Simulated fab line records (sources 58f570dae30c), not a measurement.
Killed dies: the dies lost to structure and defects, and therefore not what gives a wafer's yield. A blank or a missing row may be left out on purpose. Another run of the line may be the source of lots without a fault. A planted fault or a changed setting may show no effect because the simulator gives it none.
Check for tools in common -- flow berkeleyCmos170 -- Sample size 14 lots and 48 wafers

== REASON FOR OPENING ==
At UCB170_M3_RS_MEAS_02 the reading M3_AL_RS is flagged on 2 of 14 lots. Wafers without a fault read 0.0325 ohm/sq, standard deviation 0.00037.
Rule: a lot gets a flag if all its wafers with a number sit over 4 standard deviations from that mean, or if no wafer of it has a number. As for the other lots, they are considered sound.

lot,measured,on,"M3_AL_RS (ohm/sq), wafer by wafer",flag
L659,day 8 12:04,filmMetro-03,0.0323 0.0319 0.0320,
L660,day 8 16:50,filmMetro-04,0.0322 0.0316 0.0323,
L661,day 9 02:02,filmMetro-04,0.0320 0.0324 0.0320,
L662,day 9 12:01,filmMetro-04,0.0328 0.0321 0.0321,
L667,day 10 05:35,filmMetro-04,0.0477 0.0476 0.0472 0.0477 0.0475 0.0474,FLAGGED
L668,day 11 01:10,filmMetro-02,0.0323 0.0327 0.0326,
L672,day 11 09:23,filmMetro-04,0.0321 0.0323 0.0320,
L670,day 11 09:49,filmMetro-03,0.0445 0.0465 0.0462 0.0446 0.0464 0.0463,FLAGGED
L675,day 11 22:34,filmMetro-02,0.0321 0.0322 0.0320,
L674,day 12 03:23,filmMetro-03,0.0325 0.0329 0.0327,
L678,day 13 19:19,filmMetro-03,0.0324 0.0327 0.0325,
L679,day 14 06:58,filmMetro-02,0.0326 0.0320 0.0323,
L682,day 14 09:20,filmMetro-04,0.0323 0.0320 0.0321,
L681,day 14 10:04,filmMetro-03,0.0318 0.0321 0.0320,
On average the flagged lots' numbers are 0.0466 ohm/sq, which is +0.0141 ohm/sq against the usual, or +38 standard deviations.

== WHICH TOOL RAN EACH LOT ==
The record holds 1 process step before the reading, out of a route of 331 steps. Each cell gives the tool, then ch followed by the chambers the sampled wafers passed through, then the start.
lot,flag,UCB170_M3_SPUTTER_01
L659,,"pvdSputter-03, day 8 11:59"
L660,,"pvdSputter-02, day 8 16:43"
L661,,"pvdSputter-01, day 9 01:55"
L662,,"pvdSputter-03, day 9 11:56"
L667,FLAGGED,"pvdSputter-02, day 10 05:31"
L668,,"pvdSputter-01, day 11 01:05"
L672,,"pvdSputter-03, day 11 09:17"
L670,FLAGGED,"pvdSputter-02, day 11 09:41"
L675,,"pvdSputter-03, day 11 22:29"
L674,,"pvdSputter-01, day 12 03:18"
L678,,"pvdSputter-01, day 13 19:14"
L679,,"pvdSputter-03, day 14 06:53"
L682,,"pvdSputter-02, day 14 09:14"
L681,,"pvdSputter-03, day 14 09:58"
What these steps do:
- UCB170_M3_SPUTTER_01: material Al, target thk 900 nm, time 120 s.
- UCB170_M3_RS_MEAS_02: measures by four-point-probe.

== FLAGGED AGAINST TOTAL, ONE TOOL AT A TIME (gauges that did the reading follow at the end) ==
step,tool,lots run,flagged,share of the flagged lots,sound lots run after its first flagged lot
UCB170_M3_SPUTTER_01,pvdSputter-01,4,0,none,-
UCB170_M3_SPUTTER_01,pvdSputter-02,4,2,all,1 (L682)
UCB170_M3_SPUTTER_01,pvdSputter-03,6,0,none,-
UCB170_M3_RS_MEAS_02,filmMetro-02,3,0,none,-
UCB170_M3_RS_MEAS_02,filmMetro-03,5,1,some,"3 (L674,L678,L681)"
UCB170_M3_RS_MEAS_02,filmMetro-04,6,1,some,"2 (L672,L682)"

== WHAT THE TABLE PERMITS ==
In the table, 1 row covers all flagged lots: pvdSputter-02 at UCB170_M3_SPUTTER_01.
- pvdSputter-02 at UCB170_M3_SPUTTER_01 ran 4 lots, 2 of them flagged. Sound lots followed the first flagged one (L682) on it, something a lasting fault affecting the whole tool could not allow. Its own readings lie more than 4 standard deviations out on every wafer of the flagged lots: cathodeDcPowerW.
None of the table's rows ran every flagged lot and, after the first, no sound lot.

== WHAT THE SIMULATOR HAD INSERTED ==
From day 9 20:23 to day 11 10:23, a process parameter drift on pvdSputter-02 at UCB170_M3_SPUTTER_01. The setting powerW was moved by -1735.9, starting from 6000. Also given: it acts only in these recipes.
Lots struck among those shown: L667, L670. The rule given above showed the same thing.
